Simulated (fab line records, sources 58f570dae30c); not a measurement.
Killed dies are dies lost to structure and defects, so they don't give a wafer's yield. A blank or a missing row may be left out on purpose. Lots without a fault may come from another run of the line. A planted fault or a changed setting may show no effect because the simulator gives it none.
fab line records | flow berkeley_cmos170
record lots=14 wafers=42 last_day=12
route steps=331 shown GATE@142 SDANNEAL@204 CONTACT@234
lots that met no fault: from a run of the same line without faults
start_h: hours from the record's first day to the start of the lot's first wafer shown | wait_h: hours since the lot's step before | " the same as in the row above | L1.1+2: a row that stands for several wafers | - no value, or no start given | * or withheld: withheld | < > ~ a bound
route shown NAME@n: a module of which the file shows steps, and the number in the route of the first | usual: mean/standard deviation of fault-free wafers | same: alike in all rows | chamber/n: place in a boat | sites: the reading at each site | _std_site: their standard deviation | _edge_site: outer sites' mean less inner sites' | radius_mm: how far each site lies from the wafer's centre | mask NAME#n: copy n | behind: the tool/chamber that last shaped the wafer | hold: why the lot was held/for how many hours/how that ended | device: the transistor (n, p or np) that didn't switch | end of line: the same wafers' tests at the end of the route | a step without rows: its recipe alone | killed: dies lost to structure and defects at the first sort, not the wafer's yield | map: a wafer's dies, x killed, . not, _ none there
set.NAME: the setting as run; set.NAME@STEP: as run at that earlier step | model.NAME: the simulator's own value behind a step, which no gauge read
steps of the route over a sample of lots; a table a step, a row a wafer
services: from which hour (start_h, from the record's first day; less than 0 if before it) a tool's chamber was out of use, for how many hours, and why
## steps
# step UCB170_GATE_STRIP_16
# recipe chemistry=O2 power_w=400 pressure_mtorr=3500 platen_temp_c=withheld o2_flow_sccm=400 overash_fraction=0.5
# usual drypump_motor_current_A=5.9/0.54 oes_product_au=0.725/0.0046
# same overash_fraction=0.5
# columns lot.wafer tool chamber start_h wait_h drypump_motor_current_A oes_product_au rf_hours_counter_h
L162.1 plasma_asher-02 1 111.08 0.0 6.1 0.730 31
L162.3 " 1 " " 6.1 0.723 -
L162.5 " 0 " " 6.0 0.726 -
L164.1 plasma_asher-04 0 124.75 0.0 6.7 0.723 43
L164.2 " 1 " " 5.7 0.722 43
L164.4 " 1 " " 5.7 0.730 -
L163.1 plasma_asher-03 0 124.99 0.0 6.1 0.719 0
L163.2 " 1 " " 4.9 0.722 0
L163.6 " 0 " " 6.1 0.726 -
L165.1 plasma_asher-04 0 138.13 0.0 6.7 0.730 45
L165.3 " 0 " " 6.6 0.728 -
L165.5 " 1 " " 5.7 0.715 -
L168.2 plasma_asher-03 1 151.64 0.0 4.9 0.732 2
L168.5 " 1 " " 4.9 0.726 -
L168.6 " 0 " " 6.1 0.728 -
L169.1 plasma_asher-02 1 165.77 0.0 6.1 0.729 38
L169.4 " 1 " " 6.1 0.725 -
L169.6 " 0 " " 6.0 0.724 -
L170.1 plasma_asher-03 0 174.41 0.0 6.1 0.725 4
L170.4 " 1 " " 4.9 0.723 -
L170.5 " 0 " " 6.1 0.726 -
L172.1 plasma_asher-02 1 184.92 0.0 6.1 0.732 39
L172.4 " 0 " " 6.0 0.729 -
L172.6 " 1 " " 6.1 0.730 -
L174.2 plasma_asher-04 0 185.04 0.0 6.7 0.724 49
L174.3 " 0 " " 6.7 0.731 -
L174.5 " 0 " " 6.7 0.718 -
L178.4 plasma_asher-02 1 206.88 0.1 6.1 0.728 -
L178.5 " 1 " " 6.1 0.728 -
L178.6 " 0 " " 6.0 0.732 -
L179.1 plasma_asher-02 1 212.84 0.0 6.1 0.735 42
L179.2 " 0 " " 6.1 0.724 42
L179.4 " 1 " " 6.1 0.727 -
L180.1 plasma_asher-03 0 213.45 0.0 6.1 0.729 8
L180.3 " 0 " " 6.2 0.725 -
L180.6 " 0 " " 6.1 0.723 -
L181.2 plasma_asher-03 0 224.21 0.0 6.1 0.717 9
L181.5 " 0 " " 6.1 0.723 -
L181.6 " 1 " " 4.9 0.720 -
L185.3 plasma_asher-03 1 239.56 0.1 4.9 0.727 -
L185.4 " 0 " " 6.0 0.724 -
L185.5 " 0 " " 6.0 0.728 -
# step UCB170_GATE_CD_MEAS_90
# recipe target_cd_nm=350
# usual cd_nm=350.1/1.6
# columns lot.wafer tool chamber start_h wait_h cd_nm
L162.1 cd_sem-01 - 111.18 0.1 351.8
L162.3 " - " " 351.1
L162.5 " - " " 349.9
L164.1 cd_sem-01 - 124.85 0.1 351.6
L164.2 " - " " 351.5
L164.4 " - " " 351.1
L163.1 cd_sem-02 - 125.09 0.1 346.1
L163.2 " - " " 347.3
L163.6 " - " " 345.7
L165.1 cd_sem-02 - 138.23 0.1 348.5
L165.3 " - " " 348.8
L165.5 " - " " 347.8
L168.2 cd_sem-02 - 151.76 0.1 352.9
L168.5 " - " " 348.9
L168.6 " - " " 353.0
L169.1 cd_sem-01 - 165.87 0.1 348.7
L169.4 " - " " 350.1
L169.6 " - " " 347.2
L170.1 cd_sem-01 - 174.51 0.1 350.8
L170.4 " - " " 349.6
L170.5 " - " " 350.5
L172.1 cd_sem-01 - 185.02 0.1 349.7
L172.4 " - " " 347.4
L172.6 " - " " 350.9
L174.2 cd_sem-02 - 185.16 0.1 350.0
L174.3 " - " " 351.5
L174.5 " - " " 352.7
L178.4 cd_sem-02 - 207.01 0.1 350.9
L178.5 " - " " 349.9
L178.6 " - " " 352.6
L179.1 cd_sem-01 - 212.94 0.1 350.4
L179.2 " - " " 350.5
L179.4 " - " " 350.6
L180.1 cd_sem-02 - 213.55 0.1 349.7
L180.3 " - " " 351.4
L180.6 " - " " 350.5
L181.2 cd_sem-01 - 224.33 0.1 352.0
L181.5 " - " " 351.5
L181.6 " - " " 349.4
L185.3 cd_sem-01 - 239.80 0.2 351.4
L185.4 " - " " 352.9
L185.5 " - " " 350.3
# step UCB170_SDANNEAL_RTA_00
# recipe temp_c=900 time_s=10 ambient=N2
# usual lamp_power_pct=24.5/1.7 wafer_temp_C_max=905.3/0.85
# columns lot.wafer tool chamber start_h wait_h lamp_power_pct wafer_temp_C_max
L162.1 rtp_anneal-01 0 125.77 0.0 22.6 906.0
L162.3 " 0 " " 22.6 903.3
L162.5 " 0 " " 22.6 904.9
L164.1 rtp_anneal-01 0 141.60 0.0 22.6 905.3
L164.2 " 0 " " 22.6 906.8
L164.4 " 0 " " 22.6 904.2
L163.1 rtp_anneal-02 0 141.84 0.0 25.9 906.4
L163.2 " 0 " " 25.9 905.2
L163.6 " 0 " " 26.0 906.3
L165.1 rtp_anneal-01 0 152.86 0.0 22.6 903.9
L165.3 " 0 " " 22.6 904.5
L165.5 " 0 " " 22.6 906.3
L168.2 rtp_anneal-02 0 165.54 0.0 25.9 905.1
L168.5 " 0 " " 25.9 905.3
L168.6 " 0 " " 26.0 904.7
L169.1 rtp_anneal-02 0 179.53 0.0 25.9 905.6
L169.4 " 0 " " 26.0 905.8
L169.6 " 0 " " 26.0 904.5
L170.1 rtp_anneal-01 0 188.99 0.0 22.6 905.9
L170.4 " 0 " " 22.5 905.4
L170.5 " 0 " " 22.6 904.7
L172.1 rtp_anneal-01 0 198.91 0.0 22.6 904.0
L172.4 " 0 " " 22.6 905.1
L172.6 " 0 " " 22.6 904.6
L174.2 rtp_anneal-02 0 199.28 0.0 25.9 907.1
L174.3 " 0 " " 25.9 904.7
L174.5 " 0 " " 26.0 906.8
L178.4 rtp_anneal-01 0 221.33 0.0 22.6 904.5
L178.5 " 0 " " 22.6 904.4
L178.6 " 0 " " 22.6 904.4
L179.1 rtp_anneal-02 0 228.07 0.0 25.9 906.0
L179.2 " 0 " " 26.0 904.0
L179.4 " 0 " " 26.0 905.1
L180.1 rtp_anneal-02 0 228.97 0.0 26.0 904.7
L180.3 " 0 " " 25.9 904.5
L180.6 " 0 " " 26.0 906.8
L181.2 rtp_anneal-02 0 238.56 0.0 26.0 905.3
L181.5 " 0 " " 25.9 905.9
L181.6 " 0 " " 26.0 905.4
L185.3 rtp_anneal-02 0 253.50 0.0 26.0 905.0
L185.4 " 0 " " 25.9 906.6
L185.5 " 0 " " 26.0 905.8
# step UCB170_CONTACT_ETCH_18
# recipe chemistry=CHF3/CF4/Ar target=PSG stop_on=TiSi2 CHF3_flow_sccm=45 cf4_flow_sccm=15 Ar_flow_sccm=150 pressure_mtorr=200 rf_w=700 target_depth_a=8400 over_etch_frac=0.2 time_s=195
# usual CHF3_flow_sccm=44.98/0.14 cf4_flow_sccm=15.00/0.044 drypump_motor_current_A=5.9/0.37 oes_product_au=0.900/0.0092 throttle_valve_pct=6.87/0.098
# columns lot.wafer tool chamber start_h wait_h CHF3_flow_sccm cf4_flow_sccm drypump_motor_current_A oes_product_au rf_hours_counter_h throttle_valve_pct
L162.1 rie_diel-01 1 133 - 44.78 15.08 5.5 0.899 142 6.95
L162.3 " 3 " " 44.98 15.01 5.5 0.896 0 6.74
L162.5 " 1 " " 44.81 15.05 5.5 0.910 - 6.95
L164.1 rie_diel-02 3 146 - 44.99 15.07 6.3 0.890 30 6.95
L164.2 " 0 " " 45.07 15.04 6.0 0.906 3 7.02
L164.4 " 1 " " 44.93 14.94 5.4 0.908 69 7.04
L163.1 rie_diel-04 2 147 - 44.92 15.00 6.0 0.884 21 6.77
L163.2 " 3 " " 45.07 14.96 5.6 0.889 1 6.75
L163.6 " 0 " " 44.88 14.98 6.3 0.888 - 6.92
L165.1 rie_diel-04 0 159 - 44.90 15.03 6.3 0.886 14 6.91
L165.3 " 1 " " 44.90 14.93 5.6 0.898 4 6.81
L165.5 " 2 " " 45.17 15.02 6.0 0.898 - 6.77
L168.2 rie_diel-04 1 171 - 44.95 14.97 5.6 0.896 5 6.82
L168.5 " 3 " " 45.09 15.01 5.7 0.891 - 6.76
L168.6 " 0 " " 44.88 15.05 6.3 0.888 - 6.92
L169.1 rie_diel-04 3 187 - - - - - - -
L169.4 " 3 " " - - - - - -
L169.6 " 2 " " - - - - - -
L170.1 rie_diel-01 0 193 - - - - - - -
L170.4 " 1 " " - - - - - -
L170.5 " 1 194 - - - - - - -
L172.1 rie_diel-01 0 205 - 45.13 14.94 5.7 0.907 57 6.94
L172.4 " 3 " " 45.10 15.03 5.5 0.877 - 6.75
L172.6 " 2 " " 45.01 15.04 6.7 0.900 - 6.84
L174.2 rie_diel-04 3 206 - 44.99 15.07 5.6 0.890 4 6.75
L174.3 " 2 " " 44.89 14.99 6.0 0.905 23 6.76
L174.5 " 2 " " 45.09 14.99 6.0 0.901 - 6.77
L178.4 rie_diel-04 0 227 - 45.11 14.94 6.3 0.897 18 6.91
L178.5 " 3 " " 45.27 15.02 5.6 0.898 - 6.77
L178.6 " 0 " " 44.94 14.98 6.3 0.896 - 6.90
L179.1 rie_diel-04 0 232 - 45.02 15.11 6.3 0.893 19 6.90
L179.2 " 3 " " 44.93 15.03 5.6 0.902 6 6.74
L179.4 " 1 " " 44.94 14.96 5.6 0.894 7 6.80
L180.1 rie_diel-01 1 234 - 44.91 15.04 5.4 0.909 1 6.96
L180.3 " 0 " " 44.84 15.07 5.7 0.911 59 6.95
L180.6 " 2 " " 45.25 14.95 6.6 0.905 - 6.84
L181.2 rie_diel-01 1 245 - 44.91 14.98 5.5 0.913 1 6.99
L181.5 " 1 " " 44.95 14.97 5.5 0.914 - 6.96
L181.6 " 0 " " 44.89 14.99 5.7 0.910 - 6.93
L185.3 rie_diel-01 3 260 - 44.86 15.04 5.5 0.880 7 6.76
L185.4 " 0 " " 45.26 15.03 5.8 0.901 60 6.92
L185.5 " 0 " " 45.10 15.05 5.7 0.902 - 6.92
# step UCB170_CONTACT_CD_MEAS_90
# recipe target_cd_nm=700
# usual cd_nm=699.3/1.4
# columns lot.wafer tool chamber start_h wait_h cd_nm
L162.1 cd_sem-01 - 133.32 0.1 698.5
L162.3 " - " " 699.6
L162.5 " - " " 698.8
L164.1 cd_sem-02 - 146.93 0.1 700.3
L164.2 " - " " 700.2
L164.4 " - " " 698.2
L163.1 cd_sem-02 - 147.41 0.1 702.0
L163.2 " - " " 702.1
L163.6 " - " " 701.6
L165.1 cd_sem-01 - 159.24 0.1 699.4
L165.3 " - " " 699.4
L165.5 " - " " 698.8
L168.2 cd_sem-01 - 172.14 0.1 699.7
L168.5 " - " " 698.8
L168.6 " - " " 701.3
L169.1 cd_sem-01 - 187.29 0.1 -
L169.4 " - " " -
L169.6 " - " " -
L170.1 cd_sem-02 - 194.22 0.1 -
L170.4 " - " " -
L170.5 " - " " -
L172.1 cd_sem-02 - 205.97 0.1 699.1
L172.4 " - " " 701.2
L172.6 " - " " 698.0
L174.2 cd_sem-01 - 206.42 0.1 697.5
L174.3 " - " " 698.6
L174.5 " - " " 700.0
L178.4 cd_sem-02 - 227.33 0.1 698.4
L178.5 " - " " 698.0
L178.6 " - " " 698.9
L179.1 cd_sem-02 - 233.14 0.1 700.6
L179.2 " - " " 697.9
L179.4 " - " " 698.0
L180.1 cd_sem-02 - 234.93 0.1 699.3
L180.3 " - " " 699.1
L180.6 " - " " 699.4
L181.2 cd_sem-01 - 245.39 0.1 696.8
L181.5 " - " " 698.1
L181.6 " - " " 698.0
L185.3 cd_sem-01 - 260.58 0.1 699.0
L185.4 " - " " 700.1
L185.5 " - " " 698.7
## services
# columns tool chamber start_h hours kind
rie_diel-01 2 87.16 1.3 repair
rie_diel-04 3 92.01 - clean
rie_diel-04 3 92.01 27.1 scheduled_down
rie_diel-04 3 92.01 27.1 vent_cycle
rie_diel-01 3 99.68 - clean
rie_diel-01 3 99.68 25.0 scheduled_down
rie_diel-01 3 99.68 25.0 vent_cycle
rtp_anneal-02 - 106.34 2.7 pm
rie_diel-01 - 108.16 14.6 pm
plasma_asher-03 - 108.75 9.0 pm
plasma_asher-03 0 108.75 9.0 vent_cycle
plasma_asher-03 - 126.91 15.6 pm
rie_diel-04 - 133.30 1.1 repair
plasma_asher-02 - 157.02 1.9 repair
plasma_asher-02 - 157.98 4.2 repair
rie_diel-04 2 159.62 23.3 repair
rie_diel-01 2 169.10 12.9 repair
rie_diel-04 1 172.90 39.9 repair
plasma_asher-02 - 199.51 5.9 repair
rie_diel-01 0 213.44 4.2 repair
rie_diel-01 - 236.00 0.2 repair
rtp_anneal-01 - 236.09 3.8 pm
rie_diel-02 2 241.70 4.5 repair
rie_diel-04 0 257.78 9.8 repair
## key
first_sign step=UCB170_CONTACT_ETCH_18 reading=tool_record direction=missing
effect step=UCB170_CONTACT_CD_MEAS_90 reading=cd_nm direction=missing
met_at UCB170_CONTACT_ETCH_18
struck_lots L169,L170
later_rows_left_out L169.1,L169.4,L169.6,L170.1,L170.4,L170.5
sort_left_out L169.1,L169.4,L169.6,L170.1,L170.4,L170.5
tester_left_out L169,L170
not_acting_at UCB170_GATE_STRIP_16,UCB170_GATE_CD_MEAS_90,UCB170_SDANNEAL_RTA_00
onset_between 171 187
fault kind=skipped_step_whole tool=rie_diel-01,rie_diel-04 chamber=- onset_h=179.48 steps=UCB170_CONTACT_ETCH_18 scope=struck_lots_only
# tester_left_out: of these lots the tester's yield and bins aren't shown, on N5 and GAA mostly nor the transistor test; their killed dies are dies lost to structure and defects alone, not to doping, threshold or leakage, so they don't give the yield
# sort_left_out: the simulated sort isn't trusted on such a fault, so these wafers' sort isn't shown, and their yield isn't known
# later_rows_left_out: the simulator's readings of these wafers behind a module that went badly wrong aren't trusted and aren't shown, but for the sort
